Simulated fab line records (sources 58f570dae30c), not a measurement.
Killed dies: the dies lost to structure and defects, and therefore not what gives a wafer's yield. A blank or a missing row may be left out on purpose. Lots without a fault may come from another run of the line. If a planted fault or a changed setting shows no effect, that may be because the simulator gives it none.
Which tool was responsible? / flow berkeley_cmos170 / 7 lots with 21 wafers sampled at 4 steps, on a route of 331 steps

WHAT THE GAUGES READ, wafer by wafer
UCB170_V1_THK_MEAS_04.
lot=L134; measured=day 7 17:29; on=film_metro-02; V1_POLISHED_THK (nm)=999.1 998.8 1001.6
lot=L136; measured=day 7 21:45; on=film_metro-02; V1_POLISHED_THK (nm)=1001.4 1247.8 1249.8
lot=L138; measured=day 8 13:22; on=film_metro-02; V1_POLISHED_THK (nm)=1000.7 1001.8 1002.7
lot=L149; measured=day 10 20:56; on=film_metro-03; V1_POLISHED_THK (nm)=999.3 999.3 999.4
lot=L151; measured=day 11 09:53; on=film_metro-02; V1_POLISHED_THK (nm)=1003.0 999.2 1002.3
lot=L154; measured=day 11 17:15; on=film_metro-04; V1_POLISHED_THK (nm)=1000.8 998.4 1000.1
lot=L153; measured=day 11 19:49; on=film_metro-02; V1_POLISHED_THK (nm)=997.1 998.2 998.4

WHICH TOOL RAN EACH LOT (tool, then ch and the chambers of the sampled wafers, then the start)
lot=L134; UCB170_CONTACT_STRIP_06=plasma_asher-02 ch 0,1, day 7 08:57; UCB170_M1_STRIP_13=plasma_asher-04 ch 0,1, day 7 12:31; UCB170_V1_CMP_02=cmp-01 ch 0,2,3, day 7 17:04
lot=L136; UCB170_CONTACT_STRIP_06=plasma_asher-03 ch 0,1, day 7 13:11; UCB170_M1_STRIP_13=plasma_asher-04 ch 0,1, day 7 16:41; UCB170_V1_CMP_02=cmp-01 ch 0,1, day 7 21:23
lot=L138; UCB170_CONTACT_STRIP_06=plasma_asher-03 ch 0,1, day 8 03:06; UCB170_M1_STRIP_13=plasma_asher-03 ch 0,1, day 8 07:44; UCB170_V1_CMP_02=cmp-02 ch 0,1, day 8 12:57
lot=L149; UCB170_CONTACT_STRIP_06=plasma_asher-02 ch 0,1, day 10 10:59; UCB170_M1_STRIP_13=plasma_asher-04 ch 0,1, day 10 15:53; UCB170_V1_CMP_02=cmp-02 ch 0,2,3, day 10 20:34
lot=L151; UCB170_CONTACT_STRIP_06=plasma_asher-03 ch 0,1, day 10 23:26; UCB170_M1_STRIP_13=plasma_asher-03 ch 0, day 11 04:58; UCB170_V1_CMP_02=cmp-01 ch 0,1,3, day 11 09:28
lot=L154; UCB170_CONTACT_STRIP_06=plasma_asher-01 ch 0,1, day 11 10:23; UCB170_M1_STRIP_13=plasma_asher-02 ch 0,1, day 11 13:56; UCB170_V1_CMP_02=cmp-02 ch 0,2,3, day 11 16:49
lot=L153; UCB170_CONTACT_STRIP_06=plasma_asher-03 ch 0,1, day 11 12:15; UCB170_M1_STRIP_13=plasma_asher-04 ch 0,1, day 11 16:37; UCB170_V1_CMP_02=cmp-02 ch 0,1,3, day 11 19:23
- UCB170_CONTACT_STRIP_06: strips in O2.
- UCB170_M1_STRIP_13: strips in O2.
- UCB170_V1_CMP_02: polishes SiO2.

THE ANSWER, worked out from the rows above alone
Rule: the lots themselves supply what counts as usual. The widest of any qualifying gaps counts: lots, ordered by their means at a reading, are off when they make up no more than a third of the lots, leave a main group of 4 or more, and stand apart from it by 3 or more times the standard deviation of that group's means. If all means in a main group match to the digits the tables above print for the reading, that group is not used. Also off: a lot with no number at a reading for which 4 or more lots have one. Where the step has rows for the other lots, those lots are counted as sound.
Off: L136, at UCB170_V1_THK_MEAS_04 (V1_POLISHED_THK). The main group has a mean of 1000.0 nm with a standard deviation of 1.3.
If a tool, at a process step before that reading, ran all the lots that are off and no sound lot after the first of them, it fits. Those tools and the gauges at UCB170_V1_THK_MEAS_04 are tried in the same way. No candidate that was tried fits.

WHAT THE SIMULATOR HAD INSERTED
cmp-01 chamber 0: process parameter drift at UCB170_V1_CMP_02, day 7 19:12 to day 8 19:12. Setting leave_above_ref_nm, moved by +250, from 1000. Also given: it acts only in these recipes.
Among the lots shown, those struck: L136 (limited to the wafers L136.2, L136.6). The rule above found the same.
